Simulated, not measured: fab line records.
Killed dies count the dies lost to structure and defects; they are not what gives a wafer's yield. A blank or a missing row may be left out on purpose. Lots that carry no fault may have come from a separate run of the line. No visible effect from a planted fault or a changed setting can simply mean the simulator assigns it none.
Split-lot experiment ; flow berkeley-cmos170 ; 5 lots, 23 wafers read, on a route of 331 steps

ABOUT THE SPLIT
At UCB170_ACTIVE_COAT_08 (resist thk 900 nm), the setting resist-thk-nm was moved away from the recipe's 900 nm on 7 of the 23 wafers read, by -5.6% to -3.4%. All remaining wafers had this setting at the recipe value.

FROM THE SPLIT TO THE READING: what the file shows between them, 3 steps
- UCB170_ACTIVE_SOFTBAKE_09: time 60 s (also split here: time-s)
- UCB170_ACTIVE_EXPOSE_10: exposes mask ACTIVE, target cd 1200 nm
- UCB170_ACTIVE_PEB_11

THE READING
KrF_of_ACTIVE_COAT_08.thk-nm (the simulator's own value, which no gauge read), in nm, at UCB170_ACTIVE_ETCH_15 (etches Si3N4 in CH3F/Ar/O2, stops on SiO2, target depth 242 nm, time 151 s). The file gives no usual value for it. The 16 wafers here that ran the recipe average 725.9 nm, standard deviation 2.9 nm.

wafer;tool, chamber at the split;resist-thk-nm as run, nm;against the recipe;KrF_of_ACTIVE_COAT_08.thk-nm, nm;against lot-mates on the recipe
L074.1;litho-track-03, 0;900;recipe;730;-
L074.2;litho-track-03, 0;869.6;-3.4%;699.1;-30.8
L074.3;litho-track-03, 0;869.6;-3.4%;695.5;-34.4
L074.5;litho-track-03, 0;900;recipe;730.6;-
L074.6;litho-track-03, 0;900;recipe;729.1;-
L076.1;litho-track-03, 0;900;recipe;730.1;-
L076.3;litho-track-03, 0;900;recipe;727.3;-
L076.4;litho-track-03, 0;900;recipe;726.3;-
L081.1;litho-track-02, 0;900;recipe;723.6;-
L081.2;litho-track-02, 0;900;recipe;724.8;-
L081.3;litho-track-02, 0;900;recipe;724;-
L081.5;litho-track-02, 0;856.6;-4.8%;678.7;-45.4
L081.6;litho-track-02, 0;856.6;-4.8%;680.1;-44.0
L083.1;litho-track-02, 0;849.8;-5.6%;674.6;-47.2
L083.3;litho-track-02, 0;900;recipe;722.5;-
L083.4;litho-track-02, 0;900;recipe;721.2;-
L083.5;litho-track-02, 0;849.8;-5.6%;672.2;-49.6
L083.6;litho-track-02, 0;849.8;-5.6%;669.8;-52.1
L084.1;litho-track-03, 0;900;recipe;724.8;-
L084.2;litho-track-03, 0;900;recipe;724;-
L084.4;litho-track-03, 0;900;recipe;722.3;-
L084.5;litho-track-03, 0;900;recipe;726.6;-
L084.6;litho-track-03, 0;900;recipe;726.9;-

FIT RESULTS
A straight line over all 23 wafers: KrF_of_ACTIVE_COAT_08.thk-nm changes by +9.5 nm for each +1% of resist-thk-nm; r = +0.99; the points scatter about the line by 2.9 nm.
The same after taking each lot's own level away (the mean of its wafers on the recipe; 23 wafers): +9.09 nm for each +1%; r = +1.00; scatter 1.6 nm.
Per that fit: largest resist-thk-nm move, reading shift of 51 nm.
The span of the lots' own levels, 721.85 to 729.90 nm, comes to 2.8 times the standard deviation stated above.
Consequently the slope shifts little with the lot-to-lot level, the two slopes agreeing.
Check: -51.7 nm against its lot-mates is what the line predicts for one of the wafers moved furthest among these (-5.6%) when that wafer is left out of the fit. It came out at -47.2 nm against them.

OTHER SPLITS ON THESE WAFERS
Other splits were also applied to these wafers ahead of the reading. Each is held against what the fit with the lots' levels taken away leaves over:
other split on the same wafers;wafers away from the commonest value;r with KrF_of_ACTIVE_COAT_08.thk-nm (lot level and that fit taken away)
UCB170_NWELL_IMPLANT_14 energy-kev;7;+0.21
UCB170_PWELL_ETCH_14 rf-w;5;+0.40
UCB170_PWELL_IMPLANT_15 energy-kev;3;-0.05
UCB170_ACTIVE_SOFTBAKE_09 time-s;9;+0.23

THE WHOLE CHAIN: every reading that the file lists as answering this split, in the file's order
step;what it does;reading;change (the file's fit);r (the file's)
UCB170_ACTIVE_COAT_08;resist thk 900 nm;KrF_of_ACTIVE_COAT_08.thk-nm (the simulator's own value, which no gauge read);+9.03 nm for each +1% of the setting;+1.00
UCB170_ACTIVE_ETCH_15;etches Si3N4 in CH3F/Ar/O2, stops on SiO2, target depth 242 nm, time 151 s;KrF_of_ACTIVE_COAT_08.thk-nm (the simulator's own value, which no gauge read);+9.17 nm for each +1% of the setting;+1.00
UCB170_ACTIVE_STRIP_16;strips in O2;strip-time-to-endpoint-s;withheld for each +1% of the setting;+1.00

FILE'S OWN FIT
KrF_of_ACTIVE_COAT_08.thk-nm changes by +9.17 nm for each +1% of resist-thk-nm, r = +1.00.
